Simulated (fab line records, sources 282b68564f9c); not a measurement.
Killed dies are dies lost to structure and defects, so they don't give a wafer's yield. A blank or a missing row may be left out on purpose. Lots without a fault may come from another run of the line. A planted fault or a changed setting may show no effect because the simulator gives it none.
fab line records | flow rit_cmos
record lots=14 wafers=42 last_day=8
route steps=202 shown ACTIVE@14 M1@202
lots that met no fault: from a run of the same line without faults
start_h: hours from the record's first day to the start of the lot's first wafer shown | wait_h: hours since the lot's step before | " the same as in the row above | L1.1+2: a row that stands for several wafers | - no value, or no start given | * or withheld: withheld | < > ~ a bound
route shown NAME@n: a module of which the file shows steps, and the number in the route of the first | usual: mean/standard deviation of fault-free wafers | same: alike in all rows | chamber/n: place in a boat | sites: the reading at each site | _std_site: their standard deviation | _edge_site: outer sites' mean less inner sites' | radius_mm: how far each site lies from the wafer's centre | mask NAME#n: copy n | behind: the tool/chamber that last shaped the wafer | hold: why the lot was held/for how many hours/how that ended | device: the transistor (n, p or np) that didn't switch | end of line: the same wafers' tests at the end of the route | a step without rows: its recipe alone | killed: dies lost to structure and defects at the first sort, not the wafer's yield | map: a wafer's dies, x killed, . not, _ none there
set.NAME: the setting as run; set.NAME@STEP: as run at that earlier step | model.NAME: the simulator's own value behind a step, which no gauge read
steps of the route over a sample of lots; a table a step, a row a wafer
services: from which hour (start_h, from the record's first day; less than 0 if before it) a tool's chamber was out of use, for how many hours, and why
## steps
# step RIT_ACTIVE_ETCH_13
# recipe stop_on=SiO2 chemistry=SF6 target=Si3N4 time_s=210 over_etch_frac=0.4 SF6_flow_sccm=200 pressure_mtorr=260 rf_w=125 target_depth_a=2100
# usual SF6_flow_sccm=200.0/0.62 chamber_pressure_mTorr=259.99/0.22 drypump_motor_current_A=5.7/0.37 oes_product_au=0.816/0.011 throttle_valve_pct=7.50/0.12
# columns lot.wafer tool chamber start_h wait_h SF6_flow_sccm chamber_pressure_mTorr drypump_motor_current_A oes_product_au rf_hours_counter_h throttle_valve_pct
L360.2 rie_diel-04 3 21.76 0.1 199.6 260.44 6.0 0.812 152 7.44
L360.4 " 1 " " 199.1 259.87 5.9 0.832 87 7.63
L360.6 " 0 " " 199.7 260.04 5.5 0.815 - 7.43
L361.3 rie_diel-01 3 25.22 0.1 199.2 260.02 5.6 0.824 87 7.57
L361.5 " 1 " " 200.1 260.10 5.9 0.838 - 7.43
L361.6 " 2 " " 199.7 259.86 5.4 0.806 - 7.25
L362.3 rie_diel-04 1 30.58 0.1 199.5 260.19 5.9 0.818 87 7.62
L362.4 " 3 " " 200.1 259.91 6.0 0.808 152 7.46
L362.6 " 2 " " 198.2 259.92 5.2 0.805 - 7.58
L363.1 rie_diel-01 3 34.88 0.1 200.6 260.00 5.6 0.816 87 7.55
L363.2 " 1 " " 199.2 259.94 5.9 0.837 60 7.43
L363.3 " 0 " " 199.8 260.23 6.3 0.838 1 7.58
L364.2 rie_diel-04 2 43.25 0.1 199.8 260.37 5.1 0.807 90 7.58
L364.3 " 0 " " 199.6 260.30 5.5 0.814 59 7.44
L364.6 " 1 " " 199.7 259.98 5.9 0.829 - 7.62
L365.2 rie_diel-01 0 47.16 0.1 200.3 260.01 6.4 0.830 1 7.58
L365.3 " 3 " " 200.2 260.36 5.6 0.804 87 7.56
L365.4 " 1 " " 200.1 259.81 6.0 0.828 61 7.43
L367.1 rie_diel-04 1 56.73 0.1 200.4 260.22 5.9 0.831 87 7.64
L367.4 " 0 " " 200.1 260.32 5.5 0.817 60 7.44
L367.5 " 2 " " 199.4 260.14 5.1 0.817 - 7.57
L369.1 rie_diel-01 3 70.90 0.1 199.2 259.91 5.6 0.816 88 7.55
L369.4 " 0 " " 199.2 259.83 6.3 0.832 1 7.56
L369.6 " 3 " " 200.6 260.02 5.6 0.806 - 7.57
L371.3 rie_diel-03 2 74.83 0.1 200.2 259.61 5.1 0.826 4 7.53
L371.4 " 3 " " 200.1 259.80 6.0 0.831 - 7.26
L371.6 " 2 " " 199.9 259.79 5.1 0.823 - 7.51
L374.2 rie_diel-01 0 89.71 0.1 - - - - - -
L374.3 " 1 " " - - - - - -
L374.5 " 2 " " - - - - - -
L375.2 rie_diel-04 0 94.83 0.1 - - - - - -
L375.3 " 2 " " - - - - - -
L375.6 " 2 " " - - - - - -
L379.1 rie_diel-04 3 116.29 0.1 200.0 259.95 6.0 0.803 154 7.44
L379.2 " 1 " " 200.4 260.05 5.8 0.829 88 7.63
L379.4 " 0 " " 199.0 259.83 5.5 0.817 61 7.44
L381.1 rie_diel-03 3 125.63 0.1 199.4 260.08 6.0 0.821 53 7.24
L381.5 " 1 " " 199.9 260.02 6.0 0.816 - 7.63
L381.6 " 0 " " 200.1 259.47 6.2 0.814 - 7.66
L382.1 rie_diel-04 0 129.71 0.1 200.6 259.81 5.4 0.805 61 7.43
L382.2 " 2 " " 200.1 260.14 5.1 0.814 91 7.57
L382.6 " 0 " " 200.4 260.04 5.5 0.813 - 7.43
# step RIT_ACTIVE_CD_MEAS_90
# recipe target_cd_nm=1400
# usual cd_nm=1400.4/2.1
# columns lot.wafer tool chamber start_h wait_h cd_nm
L360.2 cd_sem-01 - 22.09 0.1 1399.5
L360.4 " - " " 1398.6
L360.6 " - " " 1400.2
L361.3 cd_sem-01 - 25.57 0.1 1399.6
L361.5 " - " " 1399.4
L361.6 " - " " 1399.1
L362.3 cd_sem-01 - 30.93 0.1 1403.6
L362.4 " - " " 1401.1
L362.6 " - " " 1400.6
L363.1 cd_sem-01 - 35.19 0.1 1396.5
L363.2 " - " " 1397.1
L363.3 " - " " 1395.8
L364.2 cd_sem-01 - 43.58 0.1 1402.1
L364.3 " - " " 1400.9
L364.6 " - " " 1399.9
L365.2 cd_sem-01 - 47.49 0.1 1399.0
L365.3 " - " " 1398.0
L365.4 " - " " 1399.3
L367.1 cd_sem-02 - 57.04 0.1 1399.2
L367.4 " - " " 1399.9
L367.5 " - " " 1397.0
L369.1 cd_sem-02 - 71.20 0.1 1398.6
L369.4 " - " " 1400.3
L369.6 " - " " 1399.5
L371.3 cd_sem-02 - 75.18 0.1 1401.7
L371.4 " - " " 1403.5
L371.6 " - " " 1402.0
L374.2 cd_sem-02 - 90.04 0.1 -
L374.3 " - " " -
L374.5 " - " " -
L375.2 cd_sem-02 - 95.16 0.1 -
L375.3 " - " " -
L375.6 " - " " -
L379.1 cd_sem-02 - 116.60 0.1 1401.6
L379.2 " - " " 1402.4
L379.4 " - " " 1401.6
L381.1 cd_sem-01 - 125.94 0.1 1405.1
L381.5 " - " " 1402.4
L381.6 " - " " 1403.2
L382.1 cd_sem-01 - 130.02 0.1 1400.9
L382.2 " - " " 1400.2
L382.6 " - " " 1402.6
# step RIT_M1_PROBE_99
# usual killed_at_M0_to_M3=0.0/0.12 killed_at_contacts=0.1/0.23 killed_at_front_end=6/3.1 killed_dies=6/3.1 killed_on_rim=1.7/1.3 killed_open=3.2/1.9 killed_short=3.2/2.1
# same gross_dies=264 killed_at_M4_up=0 killed_at_back_side=0 killed_at_other=0
# columns lot.wafer tool chamber start_h wait_h killed_at_M0_to_M3 killed_at_contacts killed_at_front_end killed_dies killed_on_rim killed_open killed_short
L364.2 prober-02 - 95.36 0.1 0 0 4 4 1 3 1
L364.3 prober-02 - 95.41 0.2 0 0 4 4 0 0 4
L364.6 prober-02 - 95.56 0.2 0 0 5 5 1 3 2
L367.1 prober-02 - 108.72 0.1 0 0 7 7 1 4 3
L367.4 prober-02 - 108.87 0.2 0 1 5 6 1 2 4
L367.5 prober-02 - 108.92 0.2 0 1 6 7 1 3 4
L369.1 prober-02 - 115.10 0.1 0 0 4 4 2 2 2
L369.4 prober-02 - 115.25 0.2 0 0 10 10 2 6 4
L369.6 prober-02 - 115.35 0.2 0 0 12 12 3 5 7
L371.3 prober-02 - 125.00 0.2 0 0 10 10 3 4 6
L371.4 prober-02 - 125.05 0.2 0 0 6 6 3 2 4
L371.6 prober-02 - 125.15 0.2 0 0 4 4 1 3 1
L374.2 prober-02 - 159.09 0.3 0 0 264 264 70 3 1
L374.3 prober-02 - 159.14 0.3 0 0 264 264 70 5 3
L374.5 prober-02 - 159.24 0.4 0 1 263 264 70 2 5
L375.2 prober-01 - 159.39 0.6 0 0 264 264 70 1 1
L375.3 prober-01 - 159.44 0.6 0 0 264 264 70 6 1
L375.6 prober-01 - 159.59 0.7 1 0 263 264 70 3 4
# killed by level:class
L364.2 FOX1:geometric_particle:open=1 GATE:geometric_particle:short=1 GATE:geometric_particle:open=1 REOX:geometric_particle:open=1
L364.3 GATE:geometric_particle:short=3 SILICIDE:geometric_particle:short=1
L364.6 GATE:geometric_particle:open=2 FOX1:geometric_particle:open=1 FOX1:geometric_particle:short=1 SILICIDE:geometric_particle:short=1
L367.1 REOX:geometric_particle:open=3 GATE:geometric_particle:short=2 GATE:geometric_particle:open=1 SPACER:geometric_particle:short=1
L367.4 GATE:geometric_particle:open=2 GATE:geometric_particle:short=2 FOX2:geometric_particle:short=1 CONTACT:geometric_particle:short=1
L367.5 SPACER:geometric_particle:open=2 FOX1:geometric_particle:short=1 FOX2:geometric_particle:open=1 FOX2:geometric_particle:short=1 GATE:geometric_particle:short=1 CONTACT:geometric_particle:short=1
L369.1 GATE:geometric_particle:open=2 GATE:geometric_particle:short=1 SILICIDE:geometric_particle:short=1
L369.4 GATE:geometric_particle:open=4 REOX:geometric_particle:open=2 FOX1:geometric_particle:short=1 FOX2:geometric_particle:short=1 GATE:geometric_particle:short=1 REOX:geometric_particle:short=1
L369.6 GATE:geometric_particle:short=5 GATE:geometric_particle:open=4 FOX1:geometric_particle:short=2 REOX:geometric_particle:open=1
L371.3 GATE:geometric_particle:open=3 GATE:geometric_particle:short=3 FOX1:geometric_particle:short=1 SPACER:geometric_particle:open=1 SPACER:geometric_particle:short=1 SILICIDE:geometric_particle:short=1
L371.4 GATE:geometric_particle:short=2 REOX:geometric_particle:short=1 SPACER:geometric_particle:short=1 SPACER:geometric_particle:open=1 SILICIDE:geometric_particle:open=1
L371.6 FOX1:geometric_particle:open=1 REOX:geometric_particle:short=1 SPACER:geometric_particle:open=1 SILICIDE:geometric_particle:open=1
L374.2 ACTIVE:area_etch=260 GATE:geometric_particle:open=1 GATE:geometric_particle:short=1 REOX:geometric_particle:open=1 SPACER:geometric_particle:open=1
L374.3 ACTIVE:area_etch=256 GATE:geometric_particle:open=4 FOX1:geometric_particle:open=1 FOX2:geometric_particle:short=1 REOX:geometric_particle:short=1 SILICIDE:geometric_particle:short=1
L374.5 ACTIVE:area_etch=257 FOX2:geometric_particle:short=2 GATE:geometric_particle:short=2 GATE:geometric_particle:open=1 SPACER:geometric_particle:short=1 CONTACT:geometric_particle:open=1
L375.2 ACTIVE:area_etch=262 REOX:geometric_particle:open=1 SPACER:geometric_particle:short=1
L375.3 ACTIVE:area_etch=257 GATE:geometric_particle:open=3 FOX1:geometric_particle:open=1 GATE:geometric_particle:short=1 REOX:geometric_particle:open=1 SPACER:geometric_particle:open=1
L375.6 ACTIVE:area_etch=257 GATE:geometric_particle:short=3 GATE:geometric_particle:open=2 REOX:geometric_particle:open=1 M1:geometric_particle:short=1
## services
# columns tool chamber start_h hours kind
rie_diel-04 - 2.46 1.0 repair
rie_diel-01 2 31.04 11.4 repair
rie_diel-01 - 57.34 0.4 repair
rie_diel-03 1 65.39 15.9 repair
rie_diel-04 1 68.21 5.2 repair
rie_diel-03 1 90.83 2.7 repair
rie_diel-01 - 94.66 28.1 pm
rie_diel-04 3 126.21 - clean
rie_diel-04 3 126.21 27.3 scheduled_down
rie_diel-04 3 126.21 27.3 vent_cycle
## key
first_sign step=RIT_ACTIVE_ETCH_13 reading=tool_record direction=missing
effect step=RIT_ACTIVE_CD_MEAS_90 reading=cd_nm direction=missing
effect step=RIT_M1_PROBE_99 reading=killed_dies direction=up sigmas=83 usual=6 struck=264
more_kills_born_at RIT_ACTIVE_ETCH_13@rie_diel-04=776 RIT_ACTIVE_ETCH_13@rie_diel-01=773
met_at RIT_ACTIVE_ETCH_13
struck_lots L374,L375
later_rows_left_out L374.2,L374.3,L374.5,L375.2,L375.3,L375.6
tester_left_out L374,L375
onset_between 70.90 89.71
fault kind=skipped_step_whole tool=rie_diel-01,rie_diel-04 chamber=- onset_h=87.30 steps=RIT_ACTIVE_ETCH_13 scope=struck_lots_only
# tester_left_out: of these lots the tester's yield and bins aren't shown, on N5 and GAA mostly nor the transistor test; their killed dies are dies lost to structure and defects alone, not to doping, threshold or leakage, so they don't give the yield
# later_rows_left_out: the simulator's readings of these wafers behind a module that went badly wrong aren't trusted and aren't shown, but for the sort
